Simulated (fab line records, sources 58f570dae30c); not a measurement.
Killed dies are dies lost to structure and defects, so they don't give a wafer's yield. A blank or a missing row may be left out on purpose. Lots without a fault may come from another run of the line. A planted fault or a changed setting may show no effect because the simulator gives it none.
Split-lot experiment | flow berkeley_cmos170 | 5 lots, 27 wafers read, on a route of 331 steps

THE SPLIT
At UCB170_M3_METAL_ETCH_18 (etches Al in Cl2/BCl3, stops on SiO2, target depth 1170 nm, time 195 s), the setting time_s was moved away from the recipe's 195 s on 6 of the 27 wafers read, by -25.2% to +35.6%. The other wafers ran this setting at the recipe's value.

FROM THE SPLIT TO THE READING: what the file shows between them, 1 step
- UCB170_M3_STRIP_19: strips in O2

THE READING
cd_nm, in nm, at UCB170_M3_CD_MEAS_90 (target cd 700 nm). Fault-free wafers of this fab line usually give 702 nm, standard deviation 4 nm.

wafer  | tool, chamber at the split | time_s as run, s | against the recipe | cd_nm, nm | against lot-mates on the recipe
L077.1 | rie_metal-03, 0            | 195              | recipe             | 693       | -
L077.2 | rie_metal-03, 1            | 195              | recipe             | 701       | -
L077.3 | rie_metal-03, 0            | 145.9            | -25.2%             | 704       | +8
L077.4 | rie_metal-03, 1            | 145.9            | -25.2%             | 713       | +17
L077.5 | rie_metal-03, 0            | 195              | recipe             | 694       | -
L077.6 | rie_metal-03, 1            | 145.9            | -25.2%             | 717       | +21
L079.1 | rie_metal-02, 1            | 264.5            | +35.6%             | 691       | -15
L079.2 | rie_metal-02, 1            | 195              | recipe             | 705       | -
L079.3 | rie_metal-02, 1            | 264.5            | +35.6%             | 686       | -20
L079.4 | rie_metal-02, 1            | 195              | recipe             | 707       | -
L079.5 | rie_metal-02, 1            | 264.5            | +35.6%             | 687       | -19
L079.6 | rie_metal-02, 1            | 195              | recipe             | 707       | -
L081.1 | rie_metal-03, 1            | 195              | recipe             | 703       | -
L081.2 | rie_metal-03, 0            | 195              | recipe             | 694       | -
L081.3 | rie_metal-03, 1            | 195              | recipe             | 700       | -
L081.4 | rie_metal-03, 0            | 195              | recipe             | 696       | -
L081.5 | rie_metal-03, 0            | 195              | recipe             | 694       | -
L081.6 | rie_metal-03, 1            | 195              | recipe             | 701       | -
L082.1 | rie_metal-04, 1            | 195              | recipe             | 705       | -
L082.4 | rie_metal-04, 1            | 195              | recipe             | 705       | -
L082.6 | rie_metal-04, 0            | 195              | recipe             | 706       | -
L084.1 | rie_metal-02, 0            | 195              | recipe             | 701       | -
L084.2 | rie_metal-02, 0            | 195              | recipe             | 702       | -
L084.3 | rie_metal-02, 0            | 195              | recipe             | 703       | -
L084.4 | rie_metal-02, 0            | 195              | recipe             | 703       | -
L084.5 | rie_metal-02, 0            | 195              | recipe             | 702       | -
L084.6 | rie_metal-02, 0            | 195              | recipe             | 702       | -

THE FIT
A straight line over all 27 wafers: cd_nm changes by -0.381 nm for each +1% of time_s; r = -0.79; the points scatter about the line by 4.5 nm.
The same after taking each lot's own level away (the mean of its wafers on the recipe; 27 wafers): -0.548 nm for each +1%; r = -0.94; scatter 3 nm.
On that fit, the largest move of time_s shifts the reading by 20 nm.
The lots' own levels span 696.0 to 706.3 nm, that is 2.6 times the standard deviation above.
So the lot-to-lot level blurs the effect unless lot-mates are compared.
Check: with one of the wafers moved furthest among these (+35.6%) left out of the fit, the line predicts -20.5 nm for it against its lot-mates. It came out at -15.3 nm against them.

THE WHOLE CHAIN: every reading that the file lists as answering this split, in the file's order
step                    | what it does                                                           | reading                                                                   | change (the file's fit)                   | r (the file's)
UCB170_M3_METAL_ETCH_18 | etches Al in Cl2/BCl3, stops on SiO2, target depth 1170 nm, time 195 s | KrF_of_M3_COAT_10.thk_nm (the simulator's own value, which no gauge read) | -6.18 nm for each +1% of the setting      | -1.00
UCB170_M3_METAL_ETCH_18 | etches Al in Cl2/BCl3, stops on SiO2, target depth 1170 nm, time 195 s | SiO2_of_V2_CVD_00.thk_nm (the simulator's own value, which no gauge read) | -0.655 nm for each +1% of the setting     | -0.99
UCB170_M3_STRIP_19      | strips in O2                                                           | oes_product_au                                                            | -0.00654 a.u. for each +1% of the setting | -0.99
UCB170_M3_CD_MEAS_90    | target cd 700 nm                                                       | cd_nm                                                                     | -0.542 nm for each +1% of the setting     | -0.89

THE FILE'S OWN FIT
cd_nm changes by -0.542 nm for each +1% of time_s, r = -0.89.
